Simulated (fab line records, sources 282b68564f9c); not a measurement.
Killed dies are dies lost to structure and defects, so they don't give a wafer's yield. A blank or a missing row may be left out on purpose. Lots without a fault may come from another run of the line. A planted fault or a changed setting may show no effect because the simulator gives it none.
Split-lot experiment | flow rit_cmos | 5 lots, 23 wafers read, on a route of 202 steps

THE SPLIT
At RIT_M1_SPUTTER_00 (material Al, target thk 400 nm, time 500 s), the setting time_s was moved away from the recipe's 500 s on 10 of the 23 wafers read, by -13.8% to +13.8%. The other wafers ran this setting at the recipe's value.

FROM THE SPLIT TO THE READING: what the file shows between them, 1 step
- RIT_M1_RS_MEAS_01: measures by four-point-probe

THE READING
M1_AL_THK, in nm, at RIT_M1_THK_MEAS_02 (measures by xrf). Fault-free wafers of this fab line usually give 406 nm, standard deviation 4.9 nm.

wafer  | tool, chamber at the split | time_s as run, s | against the recipe | M1_AL_THK, nm | against lot-mates on the recipe
L079.1 | pvd_sputter-01, -          | 467              | -6.6%              | 373           | -29
L079.2 | pvd_sputter-01, -          | 467              | -6.6%              | 376           | -26
L079.3 | pvd_sputter-01, -          | 500              | recipe             | 403           | -
L079.4 | pvd_sputter-01, -          | 500              | recipe             | 406           | -
L079.6 | pvd_sputter-01, -          | 500              | recipe             | 397           | -
L080.1 | pvd_sputter-02, -          | 500              | recipe             | 411           | -
L080.3 | pvd_sputter-02, -          | 500              | recipe             | 411           | -
L080.4 | pvd_sputter-02, -          | 463.7            | -7.3%              | 379           | -32
L080.5 | pvd_sputter-02, -          | 463.7            | -7.3%              | 380           | -31
L080.6 | pvd_sputter-02, -          | 463.7            | -7.3%              | 379           | -32
L081.1 | pvd_sputter-01, -          | 500              | recipe             | 399           | -
L081.2 | pvd_sputter-01, -          | 568.9            | +13.8%             | 453           | +54
L081.3 | pvd_sputter-01, -          | 568.9            | +13.8%             | 456           | +57
L081.5 | pvd_sputter-01, -          | 500              | recipe             | 399           | -
L081.6 | pvd_sputter-01, -          | 568.9            | +13.8%             | 457           | +58
L083.1 | pvd_sputter-01, -          | 500              | recipe             | 409           | -
L083.2 | pvd_sputter-01, -          | 500              | recipe             | 409           | -
L083.3 | pvd_sputter-01, -          | 500              | recipe             | 401           | -
L084.1 | pvd_sputter-03, -          | 430.8            | -13.8%             | 344           | -55
L084.2 | pvd_sputter-03, -          | 500              | recipe             | 399           | -
L084.3 | pvd_sputter-03, -          | 500              | recipe             | 399           | -
L084.5 | pvd_sputter-03, -          | 500              | recipe             | 398           | -
L084.6 | pvd_sputter-03, -          | 430.8            | -13.8%             | 347           | -52

THE FIT
A straight line over all 23 wafers: M1_AL_THK changes by +3.88 nm for each +1% of time_s; r = +0.99; the points scatter about the line by 4.7 nm.
The same after taking each lot's own level away (the mean of its wafers on the recipe; 23 wafers): +4.05 nm for each +1%; r = +1.00; scatter 2.6 nm.
On that fit, the largest move of time_s shifts the reading by 56 nm.
The lots' own levels span 398.7 to 411.0 nm, that is 2.5 times the standard deviation above.
So the lot-to-lot level changes the slope little: the two slopes agree.
Check: with one of the wafers moved furthest among these (-13.8%) left out of the fit, the line predicts -56.4 nm for it against its lot-mates. It came out at -54.7 nm against them.

OTHER SPLITS ON THESE WAFERS
These wafers also went through other splits before the reading. Each is held against what the fit with the lots' levels taken away leaves over:
other split on the same wafers        | wafers away from the commonest value | r with M1_AL_THK (lot level and that fit taken away)
RIT_SDANNEAL_RTA_03 time_s            | 9                                    | -0.10
RIT_SILICIDE_SPUTTER_01 power_w       | 7                                    | +0.07
RIT_CONTACT_DEVELOP_07 develop_time_s | 5                                    | +0.07

THE WHOLE CHAIN: every reading that the file lists as answering this split, in the file's order
step               | what it does                               | reading                                                                     | change (the file's fit)              | r (the file's)
RIT_M1_SPUTTER_00  | material Al, target thk 400 nm, time 500 s | Al_of_M1_SPUTTER_00.thk_nm (the simulator's own value, which no gauge read) | +3.99 nm for each +1% of the setting | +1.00
RIT_M1_RS_MEAS_01  | measures by four-point-probe               | M1_AL_RS                                                                    | -0.00078 for each +1% of the setting | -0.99
RIT_M1_THK_MEAS_02 | measures by xrf                            | M1_AL_THK                                                                   | +4.04 for each +1% of the setting    | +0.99

THE FILE'S OWN FIT
M1_AL_THK changes by +4.04 nm for each +1% of time_s, r = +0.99.
